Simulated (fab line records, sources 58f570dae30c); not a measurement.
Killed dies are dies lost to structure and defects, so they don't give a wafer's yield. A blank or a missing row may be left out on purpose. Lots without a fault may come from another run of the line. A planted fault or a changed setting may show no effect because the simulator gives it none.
Which tool did it? | flow berkeley_cmos170 | 14 lots, 42 wafers sampled, at 5 steps of a route of 331

WHAT THE GAUGES READ, wafer by wafer
UCB170_V2_CD_MEAS_12: target cd 700 nm. Usual: cd_nm 700.2 nm, standard deviation 1.2.
lot  | measured     | on        | cd_nm (nm)        | flag
L652 | day 9 00:48  | cd_sem-02 | 701.0 700.8 701.4 |
L656 | day 9 04:37  | cd_sem-01 | 701.1 701.1 700.5 |
L654 | day 9 10:02  | cd_sem-02 | 700.8 700.2 702.1 |
L655 | day 9 10:07  | cd_sem-01 | 702.4 702.6 702.0 |
L657 | day 10 00:56 | cd_sem-01 | 700.5 700.2 700.9 |
L659 | day 10 03:52 | cd_sem-01 | 700.8 699.9 700.8 |
L658 | day 10 06:37 | cd_sem-01 | 700.5 699.0 699.6 |
L663 | day 10 14:52 | cd_sem-01 | 699.7 700.5 700.0 |
L664 | day 11 08:43 | cd_sem-01 | 698.7 699.0 699.4 |
L667 | day 11 16:26 | cd_sem-01 | 701.0 700.1 701.1 |
L670 | day 11 22:21 | cd_sem-01 | 699.4 700.6 700.0 |
L668 | day 12 02:08 | cd_sem-01 | 697.9 698.7 699.8 |
L672 | day 12 17:25 | cd_sem-01 | 699.0 698.3 698.6 |
L674 | day 12 19:14 | cd_sem-02 | 699.9 700.2 701.1 |

UCB170_M3_CD_MEAS_90: target cd 700 nm. Usual: cd_nm 701 nm, standard deviation 3.9.
lot  | measured     | on        | cd_nm (nm)  | flag
L652 | day 9 06:15  | cd_sem-01 | 702 705 703 |
L656 | day 9 08:53  | cd_sem-02 | 708 701 710 |
L654 | day 9 13:16  | cd_sem-01 | 701 697 696 |
L655 | day 9 13:31  | cd_sem-01 | 697 696 701 |
L657 | day 10 04:31 | cd_sem-02 | 707 695 698 |
L659 | day 10 09:39 | cd_sem-01 | 702 691 700 |
L658 | day 10 10:22 | cd_sem-02 | 696 702 700 |
L663 | day 10 18:13 | cd_sem-01 | 709 707 707 |
L664 | day 11 12:11 | cd_sem-01 | 702 701 700 |
L667 | day 11 21:29 | cd_sem-01 | 701 699 698 |
L670 | day 12 01:31 | cd_sem-01 | 699 696 699 |
L668 | day 12 05:05 | cd_sem-02 | 705 697 700 |
L672 | day 12 20:35 | cd_sem-02 | 695 697 699 |
L674 | day 13 00:19 | cd_sem-02 | 702 703 697 |

WHICH TOOL RAN EACH LOT (tool, then ch and the chambers of the sampled wafers, then the start)
lot  | UCB170_CONTACT_ETCH_17             | UCB170_V2_ETCH_14                  | UCB170_V2_STRIP_15
L652 | rie_diel-01 ch 1,2,3, day 8 10:23  | rie_diel-01 ch 1,2, day 9 00:56    | plasma_asher-02 ch 0,1, day 9 01:07
L656 | rie_diel-03 ch 0,1,3, day 8 16:55  | rie_diel-01 ch 0,2,3, day 9 04:44  | plasma_asher-02 ch 0,1, day 9 04:56
L654 | rie_diel-02 ch 1,2,3, day 8 17:28  | rie_diel-03 ch 0,3, day 9 10:11    | plasma_asher-01 ch 0, day 9 10:22
L655 | rie_diel-03 ch 0,2, day 8 17:44    | rie_diel-01 ch 0,1,2, day 9 10:16  | plasma_asher-02 ch 0, day 9 10:27
L657 | rie_diel-02 ch 1,3, day 9 11:21    | rie_diel-03 ch 0,1,3, day 10 01:04 | plasma_asher-04 ch 0,1, day 10 01:15
L659 | rie_diel-01 ch 1,2, day 9 14:42    | rie_diel-02 ch 0,1,2, day 10 03:59 | plasma_asher-04 ch 0,1, day 10 04:11
L658 | rie_diel-03 ch 0,3, day 9 15:41    | rie_diel-02 ch 0,1, day 10 06:44   | plasma_asher-04 ch 0,1, day 10 06:57
L663 | rie_diel-03 ch 2,3, day 10 03:46   | rie_diel-03 ch 2,3, day 10 15:01   | plasma_asher-04 ch 1, day 10 15:11
L664 | rie_diel-03 ch 0,2,3, day 10 21:04 | rie_diel-02 ch 0,1,2, day 11 08:53 | plasma_asher-04 ch 0,1, day 11 09:04
L667 | rie_diel-02 ch 2,3, day 11 04:28   | rie_diel-01 ch 0,3, day 11 16:32   | plasma_asher-04 ch 0,1, day 11 16:44
L670 | rie_diel-03 ch 0,1,3, day 11 09:31 | rie_diel-01 ch 0,1,2, day 11 22:27 | plasma_asher-04 ch 0,1, day 11 22:40
L668 | rie_diel-01 ch 0,1,2, day 11 11:01 | rie_diel-02 ch 2,3, day 12 02:16   | plasma_asher-04 ch 0,1, day 12 02:28
L672 | rie_diel-01 ch 2,3, day 12 06:31   | rie_diel-02 ch 0,1,3, day 12 17:34 | plasma_asher-04 ch 0,1, day 12 17:45
L674 | rie_diel-01 ch 0,3, day 12 08:09   | rie_diel-01 ch 0,2,3, day 12 19:23 | plasma_asher-04 ch 0,1, day 12 19:33
- UCB170_CONTACT_ETCH_17: etches BARC in N2/H2.
- UCB170_V2_ETCH_14: etches SiO2 in CHF3/CF4/Ar, stops on Al, target depth 1250 nm, time 291 s.
- UCB170_V2_STRIP_15: strips in O2.

WHAT THE TOOLS THEMSELVES READ (means of the sampled wafers that have a number; where no wafer has one, the mark that the record gives instead)
UCB170_CONTACT_ETCH_17. Usual: bias_w 100.0 W, standard deviation 0.32; drypump_motor_current_A 5.8 A, standard deviation 0.48; h2_flow_sccm 200.0 sccm, standard deviation 0.53; oes_product_au 0.999 a.u., standard deviation 0.019; throttle_valve_pct 13.32 %, standard deviation 0.19.
lot  | tool        | bias_w (W) | drypump_motor_current_A (A) | h2_flow_sccm (sccm) | oes_product_au (a.u.) | throttle_valve_pct (%) | flag
L652 | rie_diel-01 | 99.9       | 5.6                         | 200.0               | 1.014                 | 13.19                  |
L656 | rie_diel-03 | 100.0      | 6.0                         | 199.9               | 0.996                 | 13.29                  |
L654 | rie_diel-02 | 99.9       | 5.7                         | 199.7               | 0.998                 | 13.40                  |
L655 | rie_diel-03 | 99.9       | 6.4                         | 199.2               | 1.005                 | 13.60                  |
L657 | rie_diel-02 | 100.1      | 5.7                         | 199.2               | 0.997                 | 13.33                  |
L659 | rie_diel-01 | 100.4      | 5.6                         | 200.1               | 1.003                 | 13.19                  |
L658 | rie_diel-03 | 100.2      | 5.9                         | 200.1               | 1.005                 | 13.50                  |
L663 | rie_diel-03 | 100.3      | 6.1                         | 200.2               | 1.005                 | 13.54                  |
L664 | rie_diel-03 | 100.3      | 6.0                         | 200.3               | 0.999                 | 13.53                  |
L667 | rie_diel-02 | 100.2      | 5.9                         | 199.3               | 0.998                 | 13.47                  |
L670 | rie_diel-03 | 100.3      | 6.0                         | 200.2               | 0.999                 | 13.30                  |
L668 | rie_diel-01 | 100.0      | 5.6                         | 200.4               | 1.000                 | 13.18                  |
L672 | rie_diel-01 | 99.8       | 5.7                         | 200.6               | 1.022                 | 13.18                  |
L674 | rie_diel-01 | 99.8       | 5.4                         | 199.9               | 1.000                 | 13.18                  |

UCB170_V2_ETCH_14. Usual: drypump_motor_current_A 5.8 A, standard deviation 0.45; oes_product_au 0.872 a.u., standard deviation 0.013; run_length_s 319.1 s, standard deviation 0.41; throttle_valve_pct 6.97 %, standard deviation 0.1.
lot  | tool        | drypump_motor_current_A (A) | oes_product_au (a.u.) | run_length_s (s) | throttle_valve_pct (%) | flag
L652 | rie_diel-01 | 5.6                         | 0.869                 | 318.6            | 6.90                   |
L656 | rie_diel-01 | 5.6                         | 0.884                 | 319.3            | 6.93                   |
L654 | rie_diel-03 | 5.9                         | 0.867                 | 319.4            | 7.04                   |
L655 | rie_diel-01 | 5.6                         | 0.874                 | 319.0            | 6.91                   |
L657 | rie_diel-03 | 6.0                         | 0.866                 | 318.8            | 6.91                   |
L659 | rie_diel-02 | 5.8                         | 0.865                 | 319.5            | 7.05                   |
L658 | rie_diel-02 | 5.5                         | 0.856                 | 319.4            | 7.04                   |
L663 | rie_diel-03 | 5.7                         | 0.883                 | 318.9            | 6.98                   |
L664 | rie_diel-02 | 5.8                         | 0.864                 | 319.3            | 7.05                   |
L667 | rie_diel-01 | 5.4                         | 0.877                 | 319.5            | 6.88                   |
L670 | rie_diel-01 | 5.6                         | 0.871                 | 318.8            | 6.91                   |
L668 | rie_diel-02 | 6.0                         | 0.804                 | 360.4            | 6.98                   | OFF
L672 | rie_diel-02 | 5.8                         | 0.802                 | 360.6            | 7.01                   | OFF
L674 | rie_diel-01 | 5.6                         | 0.888                 | 319.2            | 6.92                   |

UCB170_V2_STRIP_15. Usual: drypump_motor_current_A 5.59 A, standard deviation 0.28; oes_product_au 0.722 a.u., standard deviation 0.0041; strip_time_to_endpoint_s 15.31 s, standard deviation 0.12.
lot  | tool            | drypump_motor_current_A (A) | oes_product_au (a.u.) | strip_time_to_endpoint_s (s) | flag
L652 | plasma_asher-02 | 5.89                        | 0.721                 | 15.27                        |
L656 | plasma_asher-02 | 5.88                        | 0.723                 | 15.37                        |
L654 | plasma_asher-01 | 6.10                        | 0.723                 | 15.22                        |
L655 | plasma_asher-02 | 5.61                        | 0.719                 | 15.39                        |
L657 | plasma_asher-04 | 5.32                        | 0.717                 | 15.29                        |
L659 | plasma_asher-04 | 5.40                        | 0.720                 | 15.33                        |
L658 | plasma_asher-04 | 5.38                        | 0.721                 | 15.28                        |
L663 | plasma_asher-04 | 5.47                        | 0.724                 | 15.25                        |
L664 | plasma_asher-04 | 5.34                        | 0.723                 | 15.32                        |
L667 | plasma_asher-04 | 5.33                        | 0.723                 | 15.39                        |
L670 | plasma_asher-04 | 5.33                        | 0.721                 | 15.27                        |
L668 | plasma_asher-04 | 5.33                        | 0.719                 | 14.37                        | OFF
L672 | plasma_asher-04 | 5.40                        | 0.722                 | 14.48                        | OFF
L674 | plasma_asher-04 | 5.33                        | 0.720                 | 15.20                        |

THE ANSWER, worked out from the rows above alone
Rule: a lot is off if the mean of its wafers that have a number lies more than 3 standard deviations from the usual mean. A lot without any number at a reading at which 4 lots or more have one is off too. The other lots that the step has rows for count as sound. The gauges are gone through in route order, then the tools' own readings, and for those a lot's mean is taken as printed above. The first step at which some lot is off is used, and at that step the reading that is off furthest; a lot without a number counts as furthest.
Off: L668, L672, at UCB170_V2_ETCH_14 (run_length_s).
A tool fits if, at that step or a process step before it, it ran every lot that is off, and no sound lot after the first of them. One fits: rie_diel-02 at UCB170_V2_ETCH_14. Its last sound lot is L664 (day 11 08:53), its first lot that is off L668 (day 12 02:16): a fault that began between those two fits.
The tool's own readings at UCB170_V2_ETCH_14 bear it out: on the lots that are off they differ by more than 5 times the standard deviation of the sound lots' means. oes_product_au reads 0.803 a.u. there against 0.872 a.u. on the sound lots; run_length_s reads 360.5 s there against 319.1 s on the sound lots.

WHAT THE SIMULATOR HAD PUT IN
Process parameter drift: rie_diel-02, from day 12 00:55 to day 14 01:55, at UCB170_V2_ETCH_14. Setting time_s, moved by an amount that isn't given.
Lots struck among those shown: L668, L672. The rule above found the same.
